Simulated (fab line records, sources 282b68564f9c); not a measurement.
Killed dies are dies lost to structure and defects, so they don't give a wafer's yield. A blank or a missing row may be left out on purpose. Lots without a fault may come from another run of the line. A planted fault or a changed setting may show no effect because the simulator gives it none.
Which tool did it? | flow rit_cmos | 7 lots, 21 wafers sampled, at 2 steps of a route of 202

WHAT THE GAUGES READ, wafer by wafer
RIT_GATE_OVL_MEAS_17.
lot  | measured    | on         | GATE_OVL (nm)
L977 | day 2 19:28 | overlay-02 | -1.0 -3.4 -1.4
L980 | day 3 15:10 | overlay-02 | -0.7 -1.0 -2.4
L984 | day 4 05:11 | overlay-02 | 0.7 -2.8 -1.6
L988 | day 5 01:33 | overlay-02 | -151.9 -151.9 -152.1
L991 | day 5 16:59 | overlay-02 | -152.2 -154.0 -152.0
L996 | day 6 16:48 | overlay-01 | -0.6 -0.8 -1.4
L998 | day 7 04:20 | overlay-01 | 1.3 -1.4 0.4

WHICH TOOL RAN EACH LOT (tool, then ch and the chambers of the sampled wafers, then the start)
lot  | RIT_GATE_EXPOSE_13
L977 | iline_stepper-02 ch 0, day 2 18:56
L980 | iline_stepper-02 ch 0, day 3 14:31
L984 | iline_stepper-02 ch 0, day 4 04:40
L988 | iline_stepper-02 ch 0, day 5 01:02
L991 | iline_stepper-02 ch 0, day 5 16:16
L996 | iline_stepper-01 ch 0, day 6 16:17
L998 | iline_stepper-01 ch 0, day 7 03:49
- RIT_GATE_EXPOSE_13: exposes mask M6, target cd 150 nm.

THE ANSWER, worked out from the rows above alone
Rule: what is usual is taken from the lots themselves. Put in order of their means at a reading, lots are off if they are a third of the lots or fewer, leave a main group of 4 or more, and stand apart from it by a gap of 3 or more times the standard deviation of the main group's means; of several such gaps the widest counts. A main group whose means are all the same, to the digits that the tables above print for the reading, isn't used. A lot without any number at a reading at which 4 lots or more have one is off too. The other lots that the step has rows for count as sound.
Off: L988, L991, at RIT_GATE_OVL_MEAS_17 (GATE_OVL). The main group: mean -1.1 nm, standard deviation 0.67.
A tool fits if, at a process step before that reading, it ran every lot that is off, and no sound lot after the first of them. The gauges at RIT_GATE_OVL_MEAS_17 are tried like those tools. Can't be told from this: 2 tools fit, iline_stepper-02 at RIT_GATE_EXPOSE_13, overlay-02 at RIT_GATE_OVL_MEAS_17.

WHAT THE SIMULATOR HAD PUT IN
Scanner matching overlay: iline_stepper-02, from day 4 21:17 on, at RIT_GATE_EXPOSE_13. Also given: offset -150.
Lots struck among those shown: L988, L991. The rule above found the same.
